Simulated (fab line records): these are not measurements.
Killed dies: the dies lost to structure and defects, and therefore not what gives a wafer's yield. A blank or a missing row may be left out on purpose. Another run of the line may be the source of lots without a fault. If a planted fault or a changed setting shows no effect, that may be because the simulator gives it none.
What tool caused it? | flow rit_cmos | 13 lots, 39 wafers sampled, at 3 steps of a route of 202

== WHAT THE GAUGES SHOWED, per wafer ==
RIT_PRETRO_OVL_MEAS_06.
lot  | measured    | on         | PRETRO_OVL (nm)
L581 | day 3 04:28 | overlay-02 | -0.2 0.6 -1.6
L583 | day 3 10:55 | overlay-01 | - - -
L584 | day 3 19:06 | overlay-01 | 0.8 -0.6 0.4
L587 | day 4 09:14 | overlay-02 | 1.0 1.4 0.9
L589 | day 4 15:34 | overlay-01 | -0.8 0.5 -1.3
L594 | day 5 16:34 | overlay-02 | -2.8 -2.1 -3.4
L595 | day 6 02:08 | overlay-02 | 1.2 -0.4 -0.9
L596 | day 6 08:37 | overlay-02 | -0.6 -0.7 -1.0
L597 | day 6 16:32 | overlay-01 | -0.8 1.7 1.0
L598 | day 6 22:31 | overlay-01 | 1.2 2.3 2.2
L599 | day 7 03:37 | overlay-02 | -0.8 -0.9 -0.3
L600 | day 7 10:01 | overlay-02 | -1.7 -1.3 -1.4
L601 | day 7 15:11 | overlay-02 | -0.2 -0.2 -1.0

RIT_PRETRO_TW_MEAS_10.
lot  | measured    | on            | PRETRO_TW
L581 | day 3 05:04 | film_metro-02 | 473 476 477
L583 | day 3 11:31 | film_metro-04 | 30 30 30
L584 | day 3 19:43 | film_metro-01 | 465 464 467
L587 | day 4 09:50 | film_metro-01 | 467 466 466
L589 | day 4 16:10 | film_metro-02 | 476 475 476
L594 | day 5 17:11 | film_metro-01 | 466 468 469
L595 | day 6 02:45 | film_metro-01 | 468 469 470
L596 | day 6 09:14 | film_metro-02 | 475 475 478
L597 | day 6 17:09 | film_metro-01 | 468 469 467
L598 | day 6 23:08 | film_metro-02 | 478 476 478
L599 | day 7 04:14 | film_metro-04 | 473 471 474
L600 | day 7 10:37 | film_metro-01 | 463 463 467
L601 | day 7 15:48 | film_metro-01 | 468 464 465

== WHICH TOOL RAN EACH LOT (tool, then ch and the chambers of the sampled wafers, then the start) ==
lot  | RIT_PRETRO_EXPOSE_03
L581 | iline_stepper-01 ch 0, day 3 04:02
L583 | iline_stepper-01 ch 0, day 3 10:29
L584 | iline_stepper-02 ch 0, day 3 18:42
L587 | iline_stepper-02 ch 0, day 4 08:48
L589 | iline_stepper-02 ch 0, day 4 15:08
L594 | iline_stepper-01 ch 0, day 5 16:08
L595 | iline_stepper-01 ch 0, day 6 01:43
L596 | iline_stepper-01 ch 0, day 6 08:11
L597 | iline_stepper-02 ch 0, day 6 16:08
L598 | iline_stepper-02 ch 0, day 6 22:05
L599 | iline_stepper-01 ch 0, day 7 03:13
L600 | iline_stepper-01 ch 0, day 7 09:35
L601 | iline_stepper-01 ch 0, day 7 14:46
- RIT_PRETRO_EXPOSE_03: exposes mask M5, target cd 43700 nm.

== WHAT THE TOOLS THEMSELVES READ (means of the sampled wafers that have a number; where no wafer has one, the mark that the record gives instead) ==
The record holds no such reading with a usual standard deviation.

== THE ANSWER, worked out from the rows above alone ==
Rule: the lots themselves supply what counts as usual. The widest of any qualifying gaps counts: lots, ordered by their means at a reading, are off when they make up no more than a third of the lots, leave a main group of 4 or more, and stand apart from it by 3 or more times the standard deviation of that group's means. A main group whose means are all the same, to the digits that the tables above print for the reading, isn't used. Also off: a lot with no number at a reading for which 4 or more lots have one. The other lots that the step has rows for count as sound. The gauges are gone through in route order, then the tools' own readings, and for those a lot's mean is taken as printed above. The first step at which some lot is off is used, and at that step the reading that is off furthest; a lot without a number counts as furthest.
Off: L583, at RIT_PRETRO_OVL_MEAS_06 (PRETRO_OVL). Without a number there: L583. Mean -0.3 nm and standard deviation 1.2 in the main group.
A tool fits if, at a process step before that reading, it ran every lot that is off, and no sound lot after the first of them. Not tried: the gauges at RIT_PRETRO_OVL_MEAS_06; whatever is off there is also off at RIT_PRETRO_TW_MEAS_10, on other tools, and gauge error can't account for it. No candidate that was tried fits.

== WHAT HAD BEEN PUT IN BY THE SIMULATOR ==
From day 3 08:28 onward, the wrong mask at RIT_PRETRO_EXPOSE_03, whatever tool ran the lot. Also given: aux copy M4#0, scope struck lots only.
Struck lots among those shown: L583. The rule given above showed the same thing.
